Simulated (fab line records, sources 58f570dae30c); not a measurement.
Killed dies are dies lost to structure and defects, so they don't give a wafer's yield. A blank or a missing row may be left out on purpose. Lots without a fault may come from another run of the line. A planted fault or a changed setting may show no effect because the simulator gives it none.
Which tool did it? | flow berkeley_cmos170 | 14 lots, 42 wafers sampled, at 4 steps of a route of 331

WHAT THE GAUGES READ, wafer by wafer
UCB170_CONTACT_THK_MEAS_02.
lot  | measured     | on            | CONTACT_PSG_THK (nm)
L856 | day 8 05:07  | film_metro-01 | 701 704 702
L857 | day 8 05:20  | film_metro-04 | 691 695 692
L859 | day 8 12:28  | film_metro-01 | 712 714 718
L858 | day 8 13:23  | film_metro-02 | 701 699 702
L863 | day 9 08:35  | film_metro-04 | 696 697 688
L861 | day 9 08:35  | film_metro-02 | 702 700 702
L872 | day 11 05:01 | film_metro-04 | 693 696 693
L871 | day 11 05:02 | film_metro-02 | 711 712 712
L870 | day 11 06:48 | film_metro-04 | 707 702 702
L874 | day 11 18:39 | film_metro-04 | 692 697 692
L873 | day 11 18:59 | film_metro-04 | 705 701 702
L879 | day 12 11:13 | film_metro-01 | 691 694 696
L876 | day 12 12:03 | film_metro-04 | 692 696 690
L878 | day 13 01:59 | film_metro-02 | 707 700 700

UCB170_CONTACT_CD_MEAS_15: target cd 700 nm.
lot  | measured     | on        | cd_nm (nm)
L856 | day 8 07:01  | cd_sem-01 | 702.0 702.4 700.7
L857 | day 8 07:48  | cd_sem-02 | 697.1 697.7 696.8
L859 | day 8 15:20  | cd_sem-02 | 697.1 697.5 698.0
L858 | day 8 16:11  | cd_sem-02 | 699.9 700.4 701.4
L863 | day 9 10:47  | cd_sem-02 | 700.4 699.4 700.0
L861 | day 9 10:27  | cd_sem-02 | 698.2 698.9 699.2
L872 | day 11 07:08 | cd_sem-02 | 698.7 699.2 699.7
L871 | day 11 06:46 | cd_sem-01 | 698.7 700.1 700.6
L870 | day 11 08:42 | cd_sem-01 | 698.9 699.3 697.2
L874 | day 11 21:07 | cd_sem-02 | 702.1 701.9 701.1
L873 | day 11 21:16 | cd_sem-01 | 699.1 699.2 697.5
L879 | day 12 13:41 | cd_sem-02 | 700.1 699.9 701.2
L876 | day 12 14:32 | cd_sem-02 | 698.3 698.8 698.2
L878 | day 13 03:55 | cd_sem-02 | 700.5 700.0 698.9

UCB170_V1_BOW_MEAS_03.
lot  | measured     | on            | V1_BOW (um)
L856 | day 8 11:53  | film_metro-03 | 9 16 18
L857 | day 8 13:13  | film_metro-04 | 15 38 13
L859 | day 8 19:43  | film_metro-02 | 20 10 0
L858 | day 8 21:02  | film_metro-03 | 20 23 12
L863 | day 9 16:26  | film_metro-02 | 27 20 24
L861 | day 9 16:27  | film_metro-03 | 13 19 25
L872 | day 11 12:25 | film_metro-03 | 20 27 32
L871 | day 11 11:06 | film_metro-03 | 11 27 13
L870 | day 11 13:45 | film_metro-04 | 19 32 20
L874 | day 12 02:36 | film_metro-02 | 21 21 11
L873 | day 12 03:53 | film_metro-02 | 20 21 20
L879 | day 12 18:10 | film_metro-04 | 32 17 15
L876 | day 12 19:48 | film_metro-03 | 27 22 24
L878 | day 13 08:08 | film_metro-04 | 29 12 22

WHICH TOOL RAN EACH LOT (tool, then ch and the chambers of the sampled wafers, then the start)
lot  | UCB170_M1_METAL_ETCH_12
L856 | rie_metal-01 ch 0,1, day 8 09:41
L857 | rie_metal-02 ch 0,1, day 8 10:16
L859 | rie_metal-02 ch 0,1, day 8 17:30
L858 | rie_metal-04 ch 0,1, day 8 18:28
L863 | rie_metal-02 ch 0,1, day 9 13:43
L861 | rie_metal-01 ch 0,1, day 9 13:27
L872 | rie_metal-04 ch 1, day 11 09:07
L871 | rie_metal-01 ch 0,1, day 11 08:54
L870 | rie_metal-01 ch 0,1, day 11 10:41
L874 | rie_metal-04 ch 0,1, day 12 00:24
L873 | rie_metal-02 ch 0,1, day 12 00:29
L879 | rie_metal-04 ch 0,1, day 12 15:58
L876 | rie_metal-02 ch 0,1, day 12 16:42
L878 | rie_metal-04 ch 0,1, day 13 05:56
- UCB170_M1_METAL_ETCH_12: etches Al in Cl2/BCl3, stops on PSG, target depth 780 nm, time 130 s.

WHAT THE TOOLS THEMSELVES READ (means of the sampled wafers that have a number; where no wafer has one, the mark that the record gives instead)
UCB170_M1_METAL_ETCH_12.
lot  | tool         | drypump_motor_current_A (A) | oes_product_au (a.u.) | run_length_s (s) | throttle_valve_pct (%)
L856 | rie_metal-01 | 5.2                         | 0.855                 | 158.5            | 24.22
L857 | rie_metal-02 | 5.7                         | 0.853                 | 158.5            | 24.50
L859 | rie_metal-02 | 6.1                         | 0.842                 | 158.4            | 24.39
L858 | rie_metal-04 | 6.0                         | 0.859                 | 158.1            | 24.41
L863 | rie_metal-02 | 5.7                         | 0.848                 | 158.5            | 24.49
L861 | rie_metal-01 | 5.1                         | 0.842                 | 158.4            | 24.33
L872 | rie_metal-04 | 6.0                         | 0.851                 | 158.1            | 24.34
L871 | rie_metal-01 | 5.2                         | 0.908                 | 149.3            | 24.29
L870 | rie_metal-01 | 5.2                         | 0.917                 | 149.4            | 24.28
L874 | rie_metal-04 | 6.1                         | 0.854                 | 157.8            | 24.51
L873 | rie_metal-02 | 5.7                         | 0.843                 | 158.8            | 24.49
L879 | rie_metal-04 | 6.1                         | 0.846                 | 158.0            | 24.51
L876 | rie_metal-02 | 5.7                         | 0.839                 | 158.5            | 24.50
L878 | rie_metal-04 | 6.0                         | 0.857                 | 157.9            | 24.42

THE ANSWER, worked out from the rows above alone
Rule: what is usual is taken from the lots themselves. Put in order of their means at a reading, lots are off if they are a third of the lots or fewer, leave a main group of 4 or more, and stand apart from it by a gap of 3 or more times the standard deviation of the main group's means; of several such gaps the widest counts. A main group whose means are all the same, to the digits that the tables above print for the reading, isn't used. A lot without any number at a reading at which 4 lots or more have one is off too. The other lots that the step has rows for count as sound. The gauges are gone through in route order, then the tools' own readings, and for those a lot's mean is taken as printed above. The first step at which some lot is off is used, and at that step the reading that is off furthest; a lot without a number counts as furthest.
Off: L871, L870, at UCB170_M1_METAL_ETCH_12 (run_length_s). The main group: mean 158.3 s, standard deviation 0.29.
A tool fits if, at that step or a process step before it, it ran every lot that is off, and no sound lot after the first of them. One fits: rie_metal-01 at UCB170_M1_METAL_ETCH_12. Its last sound lot is L861 (day 9 13:27), its first lot that is off L871 (day 11 08:54): a fault that began between those two fits.
The tool's own readings at UCB170_M1_METAL_ETCH_12 bear it out: on the lots that are off they differ by more than 5 times the standard deviation of the sound lots' means. oes_product_au reads 0.913 a.u. there against 0.849 a.u. on the sound lots; run_length_s reads 149.4 s there against 158.3 s on the sound lots.

WHAT THE SIMULATOR HAD PUT IN
Process parameter drift: rie_metal-01, from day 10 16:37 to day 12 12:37, at UCB170_M1_METAL_ETCH_12. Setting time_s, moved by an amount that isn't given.
Lots struck among those shown: L871, L870. The rule above found the same.
